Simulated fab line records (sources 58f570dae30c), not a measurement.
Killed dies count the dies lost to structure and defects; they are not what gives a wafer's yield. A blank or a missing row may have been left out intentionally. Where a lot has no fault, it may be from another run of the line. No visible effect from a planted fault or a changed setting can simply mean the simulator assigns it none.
One fault seen from 2 desks | flow berkeley_cmos170 | numbers are kept per desk, each desk with only its own; the story behind them comes last

== METROLOGY DESK ==
Means of the sampled wafers that have a number, per lot and without regard to the tool the lot ran on: this is what the gauges read. The brackets show how far a lot's mean lies from the usual mean; more than 4 standard deviations puts the lot out of limits, marked OUT.
Columns: A = NVT_OVL at UCB170_NVT_OVL_MEAS_06, usual 0 nm; B = FIELD_OXIDE_LEFT_2_THK at UCB170_FIELD_THK_MEAS_91, usual 356 nm; C = M1_AL_RS at UCB170_M1_RS_MEAS_01, usual 0.0483 ohm/sq; D = M1_AL_THK at UCB170_M1_THK_MEAS_02, usual 595 nm; E = V1_BOW at UCB170_V1_BOW_MEAS_03, usual 20 um
lot  | first seen here | A  | B   | C                        | D             | E
L135 | day 5 10:11     | 4  | 347 | 0.0488                   | 594           | 13
L137 | day 5 13:21     | -4 | 344 | 0.0489                   | 589           | 21
L136 | day 5 13:38     | -2 | 363 | 0.0483                   | 601           | 27
L138 | day 5 20:08     | 3  | 366 | 0.0477                   | 595           | 19
L139 | day 5 20:14     | -4 | 346 | 0.0481                   | 603           | 14
L141 | day 6 13:07     | -4 | 378 | 0.0483                   | 591           | 20
L142 | day 7 00:07     | -0 | 383 | 0.1083 (+99 or more) OUT | 269 (-44) OUT | 24
L143 | day 7 00:20     | 1  | 364 | 0.0483                   | 598           | 25
L147 | day 7 08:32     | -1 | 352 | 0.1138 (+99 or more) OUT | 259 (-45) OUT | 17
L152 | day 9 05:25     | -4 | 357 | 0.0488                   | 584           | 17
L154 | day 9 09:05     | 5  | 377 | 0.0484                   | 599           | 25
L156 | day 10 07:18    | -5 | 364 | 0.0487                   | 588           | 28
L158 | day 10 12:55    | 2  | 347 | 0.0480                   | 594           | 13
L157 | day 10 13:08    | -2 | 349 | 0.0480                   | 602           | 13
Per this desk, out of limits: L142, L147; the first was L142, day 8 10:36 (M1_AL_RS at UCB170_M1_RS_MEAS_01). L135, L137, L136, L138, L139, L141, L143, L152, L154, L156, L158, L157 stayed within limits.

== DESK OF THE TOOL OWNER: pvd_sputter-02 ==
The tool's own readings at UCB170_M1_SPUTTER_00 (material Al, target thk 600 nm, time 80 s): means of the sampled wafers that have a number, for each lot that ran on this tool. The brackets show how far a lot's mean lies from the usual mean; more than 4 standard deviations puts the lot out of limits, marked OUT.
Columns: A = cathode_dc_power_W at UCB170_M1_SPUTTER_00, usual 6000.2 W; B = chamber_pressure_pa at UCB170_M1_SPUTTER_00, usual 0.5000 Pa; C = throttle_valve_pct at UCB170_M1_SPUTTER_00, usual 29.8 %
lot  | first seen here | A      | B      | C
L137 | day 7 02:00     | 6000.6 | 0.4999 | 28.8
L141 | day 7 23:55     | 6000.9 | 0.4999 | 29.7
L142 | day 8 10:32     | 6000.0 | 0.5001 | 28.7
L147 | day 9 01:32     | 6000.6 | 0.5010 | 30.6
L158 | day 12 02:38    | 6001.2 | 0.5003 | 30.6
This desk's finding: nothing out of limits on any of the 5 lots.

== ALL TOGETHER ==
The metrology desk could have raised an alarm at day 8 10:36, on L142, L147.
The tool owner's desk saw nothing out of limits.
Tool owner's desk: L142, L147 on record, inside its limits.
Of the lots named, all ran UCB170_M1_SPUTTER_00 on pvd_sputter-02.

== WHAT THE SIMULATOR PUT IN ==
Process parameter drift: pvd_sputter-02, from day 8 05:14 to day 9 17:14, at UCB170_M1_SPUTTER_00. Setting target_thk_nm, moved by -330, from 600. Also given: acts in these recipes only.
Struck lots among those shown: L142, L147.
Per desk, hours elapsed from the start of the fault to the first reading out of limits: for the metrology desk, 5.
